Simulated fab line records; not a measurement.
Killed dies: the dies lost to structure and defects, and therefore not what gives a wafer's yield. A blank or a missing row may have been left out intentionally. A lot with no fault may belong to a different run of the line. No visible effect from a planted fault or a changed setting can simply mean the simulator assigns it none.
Problem report in the 8D (eight disciplines) form, filled by code -- flow rit cmos -- the parts of the form that need people (team, actions taken, sign-off) are left out

== 1. THE PROBLEM ==
PRETRO_TW at RIT_PRETRO_TW_MEAS_10 reads a mean of 396 on 6 wafers of 2 lots; wafers without a fault read 479 with a standard deviation of 6.2. Relative to the usual mean, that is a shift of -13 standard deviations.
First observed at day 5 11:43: wafer L439.1, on film metro-01. At this step, 42 wafers from 14 lots have a number in the record. Rule for "out" (also "out of limits"): further than 4 standard deviations from the usual mean. Any other wafer with a number is counted as sound.

== 2. WHAT IT IS AND WHAT IT IS NOT ==
question,is,is not
which readings at this step,PRETRO_TW,-
which lots,"L439, L440","L425, L429, L431, L432, L433, L434, L438, L442, L443, L444, L445, L446"
which wafers of those lots,all that have a number,-
read on which gauges,"film metro-01, film metro-02",film metro-04
when,from day 5 11:43,"up to then (21 sound wafers); but 15 sound wafers of L442, L443, L444, L445, L446 came after"

== 3. SUSPECTS, AND WHAT RULES EACH OUT ==
Counting: a tool at any process step up to the reading remains a suspect when it ran all the lots that are out and ran no sound lot after the first of those.
- the gauge at RIT_PRETRO_TW_MEAS_10: ruled out. 2 gauges (film metro-01, film metro-02) read the wafers that are out.
- implanter-03 at RIT_PRETRO_IMPLANT_08: kept. It ran every lot that is out, first L439 (day 5 11:23), and no sound lot after that; its last sound lot up to then is L434 (day 4 15:37). On those wafers its own readings are out: dose ions cm2, faraday current uA.
The count leaves implanter-03 at RIT_PRETRO_IMPLANT_08.

== 4. THE CAUSE (what the simulator had put in) ==
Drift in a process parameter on implanter-03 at RIT_PRETRO_IMPLANT_08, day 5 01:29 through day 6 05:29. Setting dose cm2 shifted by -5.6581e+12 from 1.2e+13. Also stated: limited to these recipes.
After counting, this tool was the only one left.

== 5. SEQUENCE OF EFFECTS, ordered by route ==
One row per reading whose mean, taken over the struck wafers that have a number, lies over 3 standard deviations from the usual. Only readings for which the record gives a usual standard deviation are gone through. hours: the time from each lot's start at the first step in this table that gives one to its start at this step, as a median over the lots. sigmas: the change in usual standard deviations.
hours,step,reading,usual,on struck wafers,change,sigmas
0,RIT_PRETRO_IMPLANT_08,dose ions cm2,1.1998e+13,6.3378e+12,-5.6602e+12,-99 or more
0,RIT_PRETRO_IMPLANT_08,faraday current uA,38.1,20.1,-18.0,-22
0,RIT_PRETRO_TW_MEAS_10,PRETRO_TW,479,396,-83,-13
Its process steps:
- RIT_PRETRO_IMPLANT_08

== 6. HOW IT WOULD HAVE BEEN CAUGHT EARLIER ==
10 hours passed between the start of the fault at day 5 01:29 and the first reading out of limits at a measuring or inspecting step in this record, taken at day 5 11:43.
Tool's own readings at RIT_PRETRO_IMPLANT_08, dose ions cm2, faraday current uA: out on all struck wafers the step has rows for; an alarm limit on them would have tripped on the first.
L440, from the lots that are out (2), started RIT_PRETRO_IMPLANT_08 on implanter-03 later than day 5 11:43. A tool hold placed at that time would have kept it from harm.
